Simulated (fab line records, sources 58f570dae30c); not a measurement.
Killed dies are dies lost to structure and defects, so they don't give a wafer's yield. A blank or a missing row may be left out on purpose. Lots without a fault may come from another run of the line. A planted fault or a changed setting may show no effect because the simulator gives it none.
Tool commonality check | flow berkeley_cmos170 | 14 lots, 42 wafers sampled

WHY IT WAS OPENED
At UCB170_SDANNEAL_RS_MEAS_05 the reading NLDD_RS is flagged on 2 of 14 lots. Wafers without a fault read 616.0 ohm/sq, standard deviation 1.3.
Rule: a lot is flagged when every wafer of it that has a number lies more than 4 standard deviations from that mean, or none has a number. The other lots count as sound.

lot  | measured     | on            | NLDD_RS (ohm/sq), wafer by wafer | flag
L925 | day 8 05:50  | film_metro-03 | 616.8 616.8 616.7                |
L922 | day 8 06:19  | film_metro-03 | 615.6 616.0 615.8                |
L926 | day 8 23:51  | film_metro-03 | 615.4 615.8 616.0                |
L927 | day 9 09:23  | film_metro-04 | 619.8 616.4 617.2                |
L929 | day 9 09:33  | film_metro-03 | 613.6 616.5 614.4                |
L930 | day 10 00:03 | film_metro-03 | 614.7 614.7 614.4                |
L934 | day 10 00:30 | film_metro-02 | 615.6 616.3 616.3                |
L931 | day 10 00:56 | film_metro-04 | 616.2 615.4 616.2                |
L932 | day 10 01:10 | film_metro-03 | 618.1 618.7 616.7                |
L936 | day 10 10:54 | film_metro-03 | 632.6 631.2 631.3                | FLAGGED
L935 | day 10 11:01 | film_metro-02 | 632.2 633.8 633.6                | FLAGGED
L933 | day 10 11:22 | film_metro-04 | 615.6 617.8 615.1                |
L941 | day 12 05:39 | film_metro-04 | 615.3 612.8 616.8                |
L944 | day 12 17:22 | film_metro-03 | 615.5 616.8 616.7                |
The numbers of the flagged lots are 632.5 ohm/sq on average: +16.5 ohm/sq against the usual, or +13 standard deviations.

WHICH TOOL RAN EACH LOT
The record holds 1 process step before the reading, out of a route of 331 steps. In each cell: the tool, then ch and the chambers that the sampled wafers went through, then the start.
lot  | flag    | UCB170_NLDD_IMPLANT_08
L925 |         | implanter-02 ch 0, day 7 15:55
L922 |         | implanter-02 ch 0, day 7 16:20
L926 |         | implanter-02 ch 0, day 8 08:22
L927 |         | implanter-04 ch 0, day 8 21:39
L929 |         | implanter-03 ch 0, day 8 21:58
L930 |         | implanter-04 ch 0, day 9 12:10
L934 |         | implanter-02 ch 0, day 9 12:05
L931 |         | implanter-03 ch 0, day 9 12:21
L932 |         | implanter-02 ch 0, day 9 12:34
L936 | FLAGGED | implanter-03 ch 0, day 10 00:52
L935 | FLAGGED | implanter-03 ch 0, day 10 00:07
L933 |         | implanter-04 ch 0, day 10 00:52
L941 |         | implanter-02 ch 0, day 11 14:08
L944 |         | implanter-02 ch 0, day 12 04:58
What these steps do:
- UCB170_NLDD_IMPLANT_08
- UCB170_SDANNEAL_RS_MEAS_05: measures by four-point-probe.

FLAGGED OVER TOTAL, TOOL BY TOOL (the gauges that took the reading come last)
step                       | tool          | lots run | flagged | share of the flagged lots | sound lots run after its first flagged lot
UCB170_NLDD_IMPLANT_08     | implanter-02  | 7        | 0       | none                      | -
UCB170_NLDD_IMPLANT_08     | implanter-03  | 4        | 2       | all                       | 0
UCB170_NLDD_IMPLANT_08     | implanter-04  | 3        | 0       | none                      | -
UCB170_SDANNEAL_RS_MEAS_05 | film_metro-02 | 2        | 1       | some                      | 0
UCB170_SDANNEAL_RS_MEAS_05 | film_metro-03 | 8        | 1       | some                      | 1 (L944)
UCB170_SDANNEAL_RS_MEAS_05 | film_metro-04 | 4        | 0       | none                      | -

WHAT THE TABLE ALLOWS
1 row of the table ran every flagged lot: implanter-03 at UCB170_NLDD_IMPLANT_08.
- implanter-03 at UCB170_NLDD_IMPLANT_08: 2 of its 4 lots flagged. Its last sound lot is L931 (day 9 12:21), its first flagged lot L935 (day 10 00:07): a fault that began between those two fits. Its own readings lie more than 4 standard deviations out on every wafer of the flagged lots: dose_ions_cm2.
One tool is left: implanter-03 at UCB170_NLDD_IMPLANT_08.

WHAT THE SIMULATOR HAD PUT IN
Process parameter drift: implanter-03, from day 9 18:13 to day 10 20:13, at UCB170_NLDD_IMPLANT_08. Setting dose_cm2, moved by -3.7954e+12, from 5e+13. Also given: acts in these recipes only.
Lots struck among those shown: L936, L935. The rule above found the same.
